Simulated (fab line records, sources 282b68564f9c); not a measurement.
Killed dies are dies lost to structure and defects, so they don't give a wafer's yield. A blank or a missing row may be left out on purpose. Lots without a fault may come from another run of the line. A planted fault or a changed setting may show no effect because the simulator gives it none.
fab line records | flow rit_cmos
record lots=5 wafers=23
route steps=202 shown CONTACT@179 M1@192
start_h: hours from the record's first day to the start of the lot's first wafer shown | wait_h: hours since the lot's step before | " the same as in the row above | L1.1+2: a row that stands for several wafers | - no value, or no start given | * or withheld: withheld | < > ~ a bound
route shown NAME@n: a module of which the file shows steps, and the number in the route of the first | usual: mean/standard deviation of fault-free wafers | same: alike in all rows | chamber/n: place in a boat | sites: the reading at each site | _std_site: their standard deviation | _edge_site: outer sites' mean less inner sites' | radius_mm: how far each site lies from the wafer's centre | mask NAME#n: copy n | behind: the tool/chamber that last shaped the wafer | hold: why the lot was held/for how many hours/how that ended | device: the transistor (n, p or np) that didn't switch | end of line: the same wafers' tests at the end of the route | a step without rows: its recipe alone | killed: dies lost to structure and defects at the first sort, not the wafer's yield | map: a wafer's dies, x killed, . not, _ none there
set.NAME: the setting as run; set.NAME@STEP: as run at that earlier step | model.NAME: the simulator's own value behind a step, which no gauge read
lots whose settings were changed on purpose; a table a step, a row a wafer
## steps
# step RIT_CONTACT_ETCH_11
# recipe target_depth_a=4800 over_etch_frac=0.2 stop_on=TiSi2 chemistry=CHF3/CF4/Ar target=SiO2 CHF3_flow_sccm=50 cf4_flow_sccm=10 Ar_flow_sccm=100 O2_flow_sccm=5 pressure_mtorr=100 rf_w=200 time_s=320
# columns lot.wafer tool chamber start_h wait_h set.over_etch_frac set.develop_time_s@CONTACT_DEVELOP_07 model.CONTACT.cd_nm
L074.3 rie_diel-03 1 58.15 0.1 0.2 120 997
L074.5 " 2 " " 0.2 120 998.7
L074.6 " 3 " " 0.2 120 999.7
L078.1 rie_diel-02 3 73.18 0.1 0.1769 120 998.4
L078.2 " 1 " " 0.1769 120 998.2
L078.3 " 2 " " 0.1769 120 995.3
L078.4 " 0 " " 0.2 120 996.7
L078.5 " 0 " " 0.2 120 996.9
L079.1 rie_diel-02 1 81.98 0.1 0.1472 120 999.7
L079.3 " 0 " " 0.2 136.9 1009
L079.4 " 2 " " 0.1472 120 998.1
L079.5 " 1 " " 0.1472 136.9 1011
L079.6 " 0 " " 0.2 120 1000
L083.2 rie_diel-03 1 102.79 0.1 0.2 120 1003
L083.3+6 " 2 " " 0.1473 120 1005
L083.4 " 0 " " 0.2 129.9 1009
L083.5 " 1 " " 0.2 129.9 1010
L085.2 rie_diel-01 1 110.32 0.1 0.2 120 1004
L085.3 " 0 " " 0.2187 134.1 1011
L085.4 " 0 " " 0.2 120 1002
L085.5 " 1 " " 0.2 134.1 1010
L085.6 " 3 " " 0.2187 134.1 1012
# step RIT_CONTACT_STRIP_12
# recipe chemistry=O2 time_s=180 resist=NOVOLAK platen_temp_c=withheld power_w=500 pressure_mtorr=4000 o2_flow_sccm=4000
# step RIT_CONTACT_CD_MEAS_90
# recipe target_cd_nm=1000
# usual cd_nm=1000.2/2.5
# columns lot.wafer tool chamber start_h wait_h set.develop_time_s@CONTACT_DEVELOP_07 cd_nm
L074.3 cd_sem-02 - 58.56 0.1 120 996.9
L074.5 " - " " 120 998.6
L074.6 " - " " 120 1000.0
L078.1 cd_sem-02 - 73.55 0.1 120 998.4
L078.2 " - " " 120 998.2
L078.3 " - " " 120 995.2
L078.4 " - " " 120 996.6
L078.5 " - " " 120 997.0
L079.1 cd_sem-02 - 82.44 0.2 120 999.9
L079.3 " - " " 136.9 1009.2
L079.4 " - " " 120 998.3
L079.5 " - " " 136.9 1010.9
L079.6 " - " " 120 1000.1
L083.2 cd_sem-01 - 103.18 0.1 120 1003.4
L083.3 " - " " 120 1004.5
L083.4 " - " " 129.9 1009.2
L083.5 " - " " 129.9 1009.9
L083.6 " - " " 120 1005.7
L085.2 cd_sem-02 - 110.71 0.1 120 1004.2
L085.3 " - " " 134.1 1010.9
L085.4 " - " " 120 1002.0
L085.5 " - " " 134.1 1009.8
L085.6 " - " " 134.1 1011.9
# step RIT_M1_DEVELOP_08
# recipe resist=NOVOLAK develop_time_s=68 dev_temp_c=23
# columns lot.wafer tool chamber start_h wait_h set.develop_time_s
L074.3+5+6 litho_track-02 0 - - 68
L078.1+4+5 litho_track-02 0 - - 68
L078.2+3 " 0 " " 60.53
L079.1+5+6 litho_track-04 0 - - 76.81
L079.3+4 " 0 " " 68
L083.2+5 litho_track-01 0 - - 63.87
L083.3+4+6 " 0 " " 68
L085.2+5+6 litho_track-01 0 - - 77.93
L085.3+4 " 0 " " 68
# step RIT_M1_CD_MEAS_09
# recipe target_cd_nm=2600
# usual cd_nm=2600.9/2.6
# columns lot.wafer tool chamber start_h wait_h set.develop_time_s@M1_DEVELOP_08 cd_nm
L074.3 cd_sem-02 - 60.63 - 68 2602.6
L074.5 " - " " 68 2601.5
L074.6 " - " " 68 2604.4
L078.1 cd_sem-01 - 75.50 - 68 2602.7
L078.2 " - " " 60.53 2615.7
L078.3 " - " " 60.53 2610.7
L078.4 " - " " 68 2602.6
L078.5 " - " " 68 2603.8
L079.1 cd_sem-02 - 84.28 - 76.81 2585.8
L079.3 " - " " 68 2596.6
L079.4 " - " " 68 2598.9
L079.5 " - " " 76.81 2586.0
L079.6 " - " " 76.81 2585.0
L083.2 cd_sem-01 - 105.17 - 63.87 2605.1
L083.3 " - " " 68 2602.3
L083.4 " - " " 68 2599.0
L083.5 " - " " 63.87 2605.5
L083.6 " - " " 68 2598.5
L085.2 cd_sem-01 - 112.68 - 77.93 2588.0
L085.3 " - " " 68 2601.6
L085.4 " - " " 68 2601.2
L085.5 " - " " 77.93 2589.8
L085.6 " - " " 77.93 2588.1
# step RIT_M1_METAL_ETCH_12
# recipe stop_on=SiO2 chemistry=Cl2/BCl3 target=Al time_s=165 over_etch_frac=0.5 pressure_mtorr=100 target_depth_a=6000 rf_w=250 Cl2_flow_sccm=60 bcl3_flow_sccm=50
# usual oes_product_au=0.778/0.0089
# columns lot.wafer tool chamber start_h wait_h set.over_etch_frac oes_product_au
L074.3 rie_metal-01 0 61.05 0.2 0.5 0.765
L074.5 " 1 " " 0.5 0.775
L074.6 " 0 " " 0.5 0.768
L078.1 rie_metal-04 0 75.91 0.2 0.5573 0.774
L078.2 " 1 " " 0.5 0.786
L078.3 " 0 " " 0.5 0.779
L078.4 " 1 " " 0.5573 0.768
L078.5 " 0 " " 0.5 0.792
L079.1 rie_metal-02 0 84.69 0.2 0.6379 0.737
L079.3 " 0 " " 0.5 0.778
L079.4 " 1 " " 0.6379 0.741
L079.5 " 1 " " 0.5 0.782
L079.6 " 0 " " 0.5 0.771
L083.2 rie_metal-01 0 105.55 0.2 0.5 0.777
L083.3 " 0 " " 0.5445 0.768
L083.4 " 1 " " 0.5445 0.761
L083.5 " 0 " " 0.5 0.779
L083.6 " 1 " " 0.5 0.772
L085.2 rie_metal-02 1 113.06 0.2 0.5 0.779
L085.3 " 0 " " 0.5 0.773
L085.4 " 1 " " 0.5 0.779
L085.5 " 0 " " 0.5 0.790
L085.6 " 1 " " 0.5 0.772
# step RIT_M1_STRIP_13
# recipe chemistry=nmp resist=NOVOLAK temp_c=80 time_s=590 dry=n2_spin
# step RIT_M1_STRIP_14
# recipe chemistry=O2 time_s=180 platen_temp_c=withheld power_w=500 pressure_mtorr=4000 o2_flow_sccm=4000
# step RIT_M1_CD_MEAS_90
# recipe target_cd_nm=2600
# usual cd_nm=2600/3.7
# columns lot.wafer tool chamber start_h wait_h set.develop_time_s@M1_DEVELOP_08 cd_nm
L074.3 cd_sem-02 - 61.54 0.1 68 2600
L074.5 " - " " 68 2604
L074.6 " - " " 68 2602
L078.1 cd_sem-02 - 76.43 0.1 68 2601
L078.2 " - " " 60.53 2618
L078.3 " - " " 60.53 2612
L078.4 " - " " 68 2604
L078.5 " - " " 68 2603
L079.1 cd_sem-02 - 85.26 0.2 76.81 2580
L079.3 " - " " 68 2594
L079.4 " - " " 68 2596
L079.5 " - " " 76.81 2586
L079.6 " - " " 76.81 2581
L083.2 cd_sem-02 - 106.10 0.1 63.87 2602
L083.3 " - " " 68 2599
L083.4 " - " " 68 2602
L083.5 " - " " 63.87 2604
L083.6 " - " " 68 2601
L085.2 cd_sem-02 - 113.60 0.1 77.93 2586
L085.3 " - " " 68 2597
L085.4 " - " " 68 2599
L085.5 " - " " 77.93 2584
L085.6 " - " " 77.93 2587
## key
split step=RIT_CONTACT_ETCH_11 setting=over_etch_frac stated=0.2 by=wafer
response none clear
split step=RIT_M1_DEVELOP_08 setting=develop_time_s stated=68 by=wafer
response step=RIT_M1_CD_MEAS_09 reading=cd_nm change=-0.908 per=1% r=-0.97
response step=RIT_M1_CD_MEAS_90 reading=cd_nm change=-0.902 per=1% r=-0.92
split step=RIT_M1_METAL_ETCH_12 setting=over_etch_frac stated=0.5 by=wafer
response step=RIT_M1_METAL_ETCH_12 reading=oes_product_au change=-0.00135 per=1% r=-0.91
split outside_this_file step=RIT_CONTACT_DEVELOP_07 setting=develop_time_s
# split outside_this_file: this setting was split too, and the file shows its column; the key of that split is in another file
